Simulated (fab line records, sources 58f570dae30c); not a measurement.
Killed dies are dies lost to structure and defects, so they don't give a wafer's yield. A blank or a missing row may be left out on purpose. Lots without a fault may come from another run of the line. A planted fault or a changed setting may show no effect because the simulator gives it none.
Problem report in the 8D (eight disciplines) form, filled by code | flow berkeley_cmos170 | the parts of the form that need people (team, actions taken, sign-off) are left out

1. THE PROBLEM
cd_nm at UCB170_NSD_CD_MEAS_06 reads a mean of 1210.4 nm on 6 wafers of 2 lots; wafers without a fault read 1199.9 nm with a standard deviation of 1.1. That is +9.6 standard deviations from the usual mean.
The step: target cd 1200 nm.
First seen on wafer L625.1, day 8 02:19, on cd_sem-01. The record holds 42 wafers of 14 lots with a number at this step. Rule for "out", or "out of limits": more than 4 standard deviations from the usual mean. The other wafers with a number count as sound.

2. WHAT IT IS AND WHAT IT IS NOT
question                    | is                     | is not
which readings at this step | cd_nm                  | -
which lots                  | L625, L629             | L619, L620, L621, L622, L633, L635, L636, L637, L638, L639, L641, L642
which wafers of those lots  | all that have a number | -
read on which gauges        | cd_sem-01              | cd_sem-02
when                        | from day 8 02:19       | up to then (12 sound wafers); but 24 sound wafers of L633, L635, L636, L637, L638, L639, L641, L642 came after

3. SUSPECTS, AND WHAT RULES EACH OUT
Counting: a tool at a process step up to the reading stays a suspect if it ran every lot that is out and no sound lot after the first of them.
- the gauge at UCB170_NSD_CD_MEAS_06: ruled out. All the wafers that are out were read on cd_sem-01, but those of them that UCB170_NSD_SOFTBAKE_02 has rows for are out there too, on other tools.
- litho_track-02 at UCB170_NSD_SOFTBAKE_02 (time 60 s): ruled out as a lasting fault. Sound lots L641 ran on it after its first lot that is out, L625 (day 8 01:37).
Left after counting: nothing in the record.

4. THE CAUSE (what the simulator had put in)
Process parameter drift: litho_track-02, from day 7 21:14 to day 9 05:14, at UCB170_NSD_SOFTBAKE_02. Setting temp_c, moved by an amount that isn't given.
Counting ruled it out, wrongly: the rule takes a fault to strike every lot that its tool runs from its start on, and this one did not.

5. THE CHAIN OF EFFECTS, in route order
Each row: a reading whose mean over the struck wafers that have a number lies more than 3 standard deviations from the usual. Only readings for which the record gives a usual standard deviation are gone through. hours: the time from each lot's start at the first step in this table that gives one to its start at this step, as a median over the lots. sigmas: the change in usual standard deviations.
hours | step                   | reading              | usual     | on struck wafers | change | sigmas
0     | UCB170_NSD_SOFTBAKE_02 | heater_power_total_W | 56.80 W   | 58.90            | +2.10  | +48
0     | UCB170_NSD_SOFTBAKE_02 | plate_temp_C         | 130.02 C  | 133.85           | +3.83  | +32
1     | UCB170_NSD_CD_MEAS_06  | cd_nm                | 1199.9 nm | 1210.4           | +10.5  | +9.6
The process steps in it:
- UCB170_NSD_SOFTBAKE_02: time 60 s.

6. WHAT WOULD HAVE CAUGHT IT SOONER
In this record the first reading out of limits at a measuring or inspecting step was taken at day 8 02:19, 5 hours after the fault began at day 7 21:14.
The tool's own readings at UCB170_NSD_SOFTBAKE_02 were out on every struck wafer that the step has a row for (heater_power_total_W, plate_temp_C): an alarm limit on them would have fired on the first of those.
